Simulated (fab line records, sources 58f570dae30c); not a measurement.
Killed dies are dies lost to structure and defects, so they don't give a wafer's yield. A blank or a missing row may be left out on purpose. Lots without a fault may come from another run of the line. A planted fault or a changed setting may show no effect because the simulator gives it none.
Which tool did it? | flow berkeley_cmos170 | 14 lots, 42 wafers sampled, at 4 steps of a route of 331

WHAT THE GAUGES READ, wafer by wafer
UCB170_NWELL_OVL_MEAS_12. Usual: NWELL_OVL 0 nm, standard deviation 4.3.
lot  | measured    | on         | NWELL_OVL (nm) | flag
L477 | day 2 16:45 | overlay-02 | 3 -4 4         |
L479 | day 3 03:27 | overlay-02 | -3 2 -5        |
L478 | day 3 03:41 | overlay-01 | 2 1 8          |
L480 | day 3 15:26 | overlay-02 | 3 -7 3         |
L481 | day 3 15:53 | overlay-01 | 2 -5 -5        |
L484 | day 3 22:46 | overlay-01 | -3 -5 -9       |
L482 | day 3 23:13 | overlay-01 | 0 8 1          |
L490 | day 5 11:43 | overlay-01 | 0 11 1         |
L491 | day 5 17:13 | overlay-01 | 2 7 -1         |
L493 | day 5 19:32 | overlay-02 | 3 7 4          |
L495 | day 6 06:06 | overlay-02 | 3 0 -2         |
L496 | day 6 15:37 | overlay-02 | -3 -5 -3       |
L500 | day 7 03:17 | overlay-02 | -3 -1 -3       |
L499 | day 7 03:32 | overlay-01 | -3 -6 -3       |

UCB170_PWELL_OVL_MEAS_13. Usual: PWELL_OVL 0 nm, standard deviation 4.8.
lot  | measured    | on         | PWELL_OVL (nm) | flag
L477 | day 3 14:52 | overlay-01 | -5 -7 -2       |
L479 | day 3 21:53 | overlay-01 | -5 -9 -10      |
L478 | day 4 00:21 | overlay-01 | 13 5 6         |
L480 | day 4 17:13 | overlay-02 | 5 1 13         |
L481 | day 4 17:55 | overlay-02 | 5 -4 0         |
L484 | day 4 17:35 | overlay-01 | 4 0 2          |
L482 | day 4 17:39 | overlay-01 | -8 -5 -6       |
L490 | day 6 10:02 | overlay-01 | 4 2 1          |
L491 | day 6 10:29 | overlay-02 | -2 -1 3        |
L493 | day 6 21:08 | overlay-01 | -4 -5 -7       |
L495 | day 7 01:22 | overlay-01 | 0 -1 3         |
L496 | day 7 09:42 | overlay-02 | 1 -3 -6        |
L500 | day 8 04:35 | overlay-02 | 5 11 6         |
L499 | day 8 04:05 | overlay-01 | 7 3 1          |

UCB170_ACTIVE_OVL_MEAS_14. Usual: ACTIVE_OVL 0 nm, standard deviation 5.1.
lot  | measured    | on         | ACTIVE_OVL (nm) | flag
L477 | day 4 20:37 | overlay-01 | -7 -2 -8        |
L479 | day 5 13:46 | overlay-02 | -8 0 1          |
L478 | day 5 14:00 | overlay-02 | -4 0 -4         |
L480 | day 6 08:59 | overlay-01 | 2 8 -3          |
L481 | day 6 09:16 | overlay-01 | -9 -5 -8        |
L484 | day 6 08:43 | overlay-01 | -6 -8 -8        |
L482 | day 6 09:49 | overlay-01 | 4 1 3           |
L490 | day 7 16:55 | overlay-02 | 2 -1 6          |
L491 | day 7 17:17 | overlay-01 | 5 4 5           |
L493 | day 8 09:36 | overlay-01 | 4 5 4           |
L495 | day 8 16:58 | overlay-02 | 0 1 -1          |
L496 | day 8 17:19 | overlay-02 | -4 -6 -9        |
L500 | day 9 14:25 | overlay-02 | 5 6 5           |
L499 | day 9 14:14 | overlay-02 | 4 5 3           |

WHICH TOOL RAN EACH LOT (tool, then ch and the chambers of the sampled wafers, then the start)
lot  | UCB170_WELLDRIVE_OXIDATION_01
L477 | furnace-01 ch 0, day 3 22:29
L479 | furnace-02 ch 0, day 4 07:49
L478 | furnace-02 ch 0, day 4 07:49
L480 | furnace-04 ch 0, day 5 04:58
L481 | furnace-04 ch 0, day 5 04:58
L484 | furnace-04 ch 0, day 5 04:58
L482 | furnace-04 ch 0, day 5 04:58
L490 | furnace-04 ch 0, day 6 19:32
L491 | furnace-04 ch 0, day 6 19:32
L493 | furnace-01 ch 0, day 7 06:35
L495 | furnace-01 ch 0, day 7 12:56
L496 | furnace-02 ch 0, day 7 19:35
L500 | furnace-01 ch 0, day 8 12:55
L499 | furnace-01 ch 0, day 8 12:55
- UCB170_WELLDRIVE_OXIDATION_01: target thk 199 nm, ox time 9000 s.

WHAT THE TOOLS THEMSELVES READ (means of the sampled wafers that have a number; where no wafer has one, the mark that the record gives instead)
UCB170_WELLDRIVE_OXIDATION_01. Usual: spike_tc_centre_C 1102.8 C, standard deviation 1.2; tube_center_temp_C 1100 C, standard deviation 0.092; tube_center_temp_C_max 1102.8, standard deviation 0.44.
lot  | tool       | spike_tc_centre_C (C) | tube_center_temp_C (C) | tube_center_temp_C_max | flag
L477 | furnace-01 | 1103.2                | 1100                   | 1102.5                 |
L479 | furnace-02 | 1102.9                | 1100                   | 1103.3                 |
L478 | furnace-02 | 1102.2                | 1100                   | 1102.7                 |
L480 | furnace-04 | 1101.8                | 1100                   | 1103.2                 |
L481 | furnace-04 | 1101.8                | 1100                   | 1102.9                 |
L484 | furnace-04 | 1102.4                | 1100                   | 1102.6                 |
L482 | furnace-04 | 1102.0                | 1100                   | 1102.5                 |
L490 | furnace-04 | 1107.7                | 1106                   | 1109.0                 | OFF
L491 | furnace-04 | 1108.6                | 1106                   | 1109.0                 | OFF
L493 | furnace-01 | 1104.0                | 1100                   | 1102.9                 |
L495 | furnace-01 | 1104.3                | 1100                   | 1102.7                 |
L496 | furnace-02 | 1102.0                | 1100                   | 1102.8                 |
L500 | furnace-01 | 1103.9                | 1100                   | 1102.8                 |
L499 | furnace-01 | 1103.3                | 1100                   | 1102.9                 |

THE ANSWER, worked out from the rows above alone
Rule: a lot is off if the mean of its wafers that have a number lies more than 3 standard deviations from the usual mean. A lot without any number at a reading at which 4 lots or more have one is off too. The other lots that the step has rows for count as sound. The gauges are gone through in route order, then the tools' own readings, and for those a lot's mean is taken as printed above. The first step at which some lot is off is used, and at that step the reading that is off furthest; a lot without a number counts as furthest.
Off: L490, L491, at UCB170_WELLDRIVE_OXIDATION_01 (tube_center_temp_C).
A tool fits if, at that step or a process step before it, it ran every lot that is off, and no sound lot after the first of them. One fits: furnace-04 at UCB170_WELLDRIVE_OXIDATION_01. Its last sound lot is L480 (day 5 04:58), its first lot that is off L490 (day 6 19:32): a fault that began between those two fits.
The tool's own readings at UCB170_WELLDRIVE_OXIDATION_01 bear it out: on the lots that are off they differ by more than 5 times the standard deviation of the sound lots' means. spike_tc_centre_C reads 1108.2 C there against 1102.8 C on the sound lots; tube_center_temp_C reads 1106 C there against 1100 C on the sound lots; tube_center_temp_C_max reads 1109.0 there against 1102.8 on the sound lots.

WHAT THE SIMULATOR HAD PUT IN
Process parameter drift: furnace-04, from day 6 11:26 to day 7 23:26, at UCB170_WELLDRIVE_OXIDATION_01. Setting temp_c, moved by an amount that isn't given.
Lots struck among those shown: L490, L491. The rule above found the same.
